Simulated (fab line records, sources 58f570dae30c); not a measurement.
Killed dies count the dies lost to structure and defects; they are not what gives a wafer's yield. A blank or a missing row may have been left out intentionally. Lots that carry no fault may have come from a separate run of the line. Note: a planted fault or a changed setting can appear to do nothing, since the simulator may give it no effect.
Which tool was responsible?	flow berkeley-cmos170	Sampling: 13 lots, 39 wafers, 7 of 331 route steps

== WHAT EACH GAUGE READ, for each wafer ==
UCB170_M1_RS_MEAS_01: measurement is done with a four-point probe. Usual: M1_AL_RS gives 0.0486 ohm/sq (standard deviation 0.00042).
lot	measured	on	M1_AL_RS (ohm/sq)	flag
L887	day 7 11:00	film-metro-02	0.0487 0.0490 0.0485	
L889	day 8 05:20	film-metro-02	0.0480 0.0488 0.0481	
L891	day 8 14:25	film-metro-03	0.0481 0.0488 0.0484	
L893	day 8 22:37	film-metro-02	0.0489 0.0488 0.0488	
L892	day 9 07:07	film-metro-01	0.0486 0.0486 0.0486	
L894	day 9 07:52	film-metro-02	0.0488 0.0489 0.0485	
L896	day 9 12:44	film-metro-03	0.0486 0.0488 0.0488	
L895	day 9 12:46	film-metro-02	0.0480 0.0482 0.0483	
L898	day 9 18:50	film-metro-02	0.0479 0.0486 0.0486	
L897	day 9 18:38	film-metro-01	0.0478 0.0486 0.0485	
L900	day 10 15:50	film-metro-01	0.0491 0.0485 0.0489	
L904	day 10 17:12	film-metro-02	0.0299 0.0486 0.0298	OFF
L906	day 11 08:41	film-metro-02	0.0474 0.0484 0.0473	

UCB170_M1_THK_MEAS_02: measures by xrf. Usual: M1_AL_THK gives 603 nm (standard deviation 6.1).
lot	measured	on	M1_AL_THK (nm)	flag
L887	day 7 11:06	film-metro-02	609 605 609	
L889	day 8 05:27	film-metro-02	612 597 611	
L891	day 8 14:32	film-metro-03	605 594 601	
L893	day 8 22:44	film-metro-02	600 601 602	
L892	day 9 07:14	film-metro-01	600 601 603	
L894	day 9 07:58	film-metro-02	603 601 608	
L896	day 9 12:51	film-metro-03	604 600 603	
L895	day 9 12:52	film-metro-02	613 612 610	
L898	day 9 18:57	film-metro-02	614 607 608	
L897	day 9 18:45	film-metro-01	609 597 599	
L900	day 10 15:57	film-metro-01	598 601 602	
L904	day 10 17:19	film-metro-02	969 604 981	OFF
L906	day 11 08:47	film-metro-02	622 609 622	

UCB170_V1_OVL_MEAS_13. Usual: V1_OVL gives 1 nm (standard deviation 5.6).
lot	measured	on	V1_OVL (nm)	flag
L887	day 7 19:10	overlay-02	9 4 -3	
L889	day 8 14:22	overlay-01	8 -1 8	
L891	day 9 01:01	overlay-02	-7 -10 -6	
L893	day 9 10:13	overlay-01	-2 -1 -4	
L892	day 9 15:13	overlay-01	1 6 14	
L894	day 9 14:59	overlay-02	0 -7 -3	
L896	day 9 19:40	overlay-01	-2 -3 -10	
L895	day 9 19:53	overlay-02	1 -6 -6	
L898	day 10 03:55	overlay-01	0 7 -6	
L897	day 10 01:22	overlay-01	2 1 3	
L900	day 10 23:44	overlay-01	1 -1 -1	
L904	day 10 23:53	overlay-01	-3	
L906	day 11 17:05	overlay-01	4 4 13	

UCB170_V2_OVL_MEAS_13. Usual: V2_OVL gives -1 nm (standard deviation 4.8).
lot	measured	on	V2_OVL (nm)	flag
L887	day 8 02:43	overlay-02	-4 4 -7	
L889	day 8 21:54	overlay-02	4 7 -1	
L891	day 9 06:04	overlay-01	-2 6 0	
L893	day 9 16:37	overlay-02	-8 -11 -1	
L892	day 9 21:44	overlay-02	-4 -10 -7	
L894	day 9 20:01	overlay-02	3 0 -9	
L896	day 10 05:04	overlay-01	-1 -2 -3	
L895	day 10 05:17	overlay-01	-6 -1 3	
L898	day 10 09:08	overlay-02	4 4 8	
L897	day 10 07:59	overlay-01	0 -2 -6	
L900	day 11 06:37	overlay-02	-1 0 0	
L904	day 11 06:55	overlay-01	-5	
L906	day 11 22:10	overlay-01	-5 -6 -2	

== EACH LOT AND THE TOOL THAT RAN IT (in order: tool; ch and the chambers of the sampled wafers; start) ==
lot	UCB170_GATE_ETCH_14	UCB170_M1_SPUTTER_00	UCB170_M1_METAL_ETCH_12
L887	rie-diel-02 ch 1,2, day 6 11:13	pvd-sputter-03, day 7 10:54	rie-metal-03 ch 0,1, day 7 12:57
L889	rie-diel-02 ch 0,3, day 7 05:20	pvd-sputter-01, day 8 05:16	rie-metal-04 ch 1, day 8 06:47
L891	rie-diel-03 ch 1,3, day 7 15:56	pvd-sputter-03, day 8 14:21	rie-metal-04 ch 1, day 8 16:03
L893	rie-diel-02 ch 0,2,3, day 7 23:50	pvd-sputter-03, day 8 22:33	rie-metal-01 ch 0,1, day 9 01:18
L892	rie-diel-04 ch 0,2,3, day 8 04:36	pvd-sputter-03, day 9 07:03	rie-metal-01 ch 1, day 9 08:28
L894	rie-diel-03 ch 1,2,3, day 8 04:52	pvd-sputter-01, day 9 07:46	rie-metal-03 ch 0,1, day 9 09:14
L896	rie-diel-03 ch 0,1,3, day 8 13:19	pvd-sputter-03, day 9 12:40	rie-metal-03 ch 0,1, day 9 14:43
L895	rie-diel-02 ch 0,3, day 8 13:34	pvd-sputter-04, day 9 12:40	rie-metal-01 ch 0,1, day 9 14:08
L898	rie-diel-02 ch 0,1, day 8 19:12	pvd-sputter-04, day 9 18:46	rie-metal-04 ch 0,1, day 9 20:18
L897	rie-diel-03 ch 0,3, day 8 19:26	pvd-sputter-01, day 9 18:34	rie-metal-03 ch 0,1, day 9 20:00
L900	rie-diel-02 ch 0,1, day 9 11:52	pvd-sputter-03, day 10 15:46	rie-metal-01 ch 0,1, day 10 17:11
L904	rie-diel-04 ch 0,1,2, day 9 19:09	pvd-sputter-04, day 10 17:07	rie-metal-03 ch 0,1, day 10 18:31
L906	rie-diel-04 ch 0,3, day 10 12:18	pvd-sputter-03, day 11 08:35	rie-metal-03 ch 0,1, day 11 11:05
- UCB170_GATE_ETCH_14: etches BARC in N2/H2.
- UCB170_M1_SPUTTER_00: material Al, target thk 600 nm, time 80 s.
- UCB170_M1_METAL_ETCH_12: etches Al in Cl2/BCl3, stops on PSG, target depth 780 nm, time 130 s.

== AS READ BY THE TOOLS THEMSELVES (means over the sampled wafers that have a number; for cases with no such wafer, the mark the record gives instead) ==
UCB170_GATE_ETCH_14. Usual: drypump-motor-current-A 5.6 A, standard deviation 0.36; oes-product-au 1.005 a.u., standard deviation 0.023; throttle-valve-pct 13.22 %, standard deviation 0.23.
lot	tool	drypump-motor-current-A (A)	oes-product-au (a.u.)	throttle-valve-pct (%)	flag
L887	rie-diel-02	5.7	1.038	13.00	
L889	rie-diel-02	5.3	0.998	13.26	
L891	rie-diel-03	5.6	1.010	13.48	
L893	rie-diel-02	5.5	1.015	13.15	
L892	rie-diel-04	5.6	0.999	13.03	
L894	rie-diel-03	5.7	1.002	13.52	
L896	rie-diel-03	5.7	0.996	13.30	
L895	rie-diel-02	5.4	1.017	13.30	
L898	rie-diel-02	5.3	0.997	13.19	
L897	rie-diel-03	5.9	0.987	13.10	
L900	rie-diel-02	5.5	0.997	13.17	
L904	rie-diel-04	5.2	0.985	13.16	
L906	rie-diel-04	5.6	1.011	13.00	

UCB170_M1_SPUTTER_00. Usual: throttle-valve-pct 30.0 %, standard deviation 0.38.
lot	tool	throttle-valve-pct (%)	flag
L887	pvd-sputter-03	29.9	
L889	pvd-sputter-01	30.1	
L891	pvd-sputter-03	30.0	
L893	pvd-sputter-03	30.0	
L892	pvd-sputter-03	30.2	
L894	pvd-sputter-01	30.2	
L896	pvd-sputter-03	29.8	
L895	pvd-sputter-04	30.0	
L898	pvd-sputter-04	29.8	
L897	pvd-sputter-01	30.2	
L900	pvd-sputter-03	30.2	
L904	pvd-sputter-04	29.8	
L906	pvd-sputter-03	30.5	

UCB170_M1_METAL_ETCH_12. Usual: drypump-motor-current-A 5.7 A, standard deviation 0.38; oes-product-au 0.862 a.u., standard deviation 0.016; throttle-valve-pct 24.40 %, standard deviation 0.2.
lot	tool	drypump-motor-current-A (A)	oes-product-au (a.u.)	throttle-valve-pct (%)	flag
L887	rie-metal-03	5.9	0.841	24.42	
L889	rie-metal-04	5.6	0.873	24.55	
L891	rie-metal-04	5.6	0.878	24.54	
L893	rie-metal-01	5.4	0.874	24.21	
L892	rie-metal-01	5.5	0.882	24.30	
L894	rie-metal-03	5.9	0.843	24.42	
L896	rie-metal-03	6.1	0.848	24.50	
L895	rie-metal-01	5.4	0.886	24.19	
L898	rie-metal-04	5.5	0.868	24.56	
L897	rie-metal-03	6.1	0.845	24.49	
L900	rie-metal-01	5.3	0.873	24.10	
L904	rie-metal-03	6.1	0.949	24.46	OFF
L906	rie-metal-03	5.9	0.855	24.41	

== THE ANSWER, worked out from the rows above alone ==
Rule: a lot counts as off when the mean over its wafers that have a number is more than 3 standard deviations away from the usual mean. Also off: a lot with no number at a reading for which 4 or more lots have one. All remaining lots with rows at the step are treated as sound. Order of review: gauges by route order, followed by the tools' own readings, for which a lot's mean as printed above is used. The first step at which some lot is off is used, and at that step the reading that is off furthest; a lot without a number counts as furthest.
Off: L904, seen at UCB170_M1_RS_MEAS_01 (M1_AL_RS).
If a tool, at a process step before that reading, ran all the lots that are off and no sound lot after the first of them, it fits. Not tried: the gauges at UCB170_M1_RS_MEAS_01; whatever is off there is also off at UCB170_M1_METAL_ETCH_12, on other tools, and gauge error can't account for it. One candidate fits, namely pvd-sputter-04 at UCB170_M1_SPUTTER_00. Its last sound lot is L898 (day 9 18:46), its first lot that is off L904 (day 10 17:07): a fault that began between those two fits.

== WHAT HAD BEEN PUT IN BY THE SIMULATOR ==
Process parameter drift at UCB170_M1_SPUTTER_00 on pvd-sputter-04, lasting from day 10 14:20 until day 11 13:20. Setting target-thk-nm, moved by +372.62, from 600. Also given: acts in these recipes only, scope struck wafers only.
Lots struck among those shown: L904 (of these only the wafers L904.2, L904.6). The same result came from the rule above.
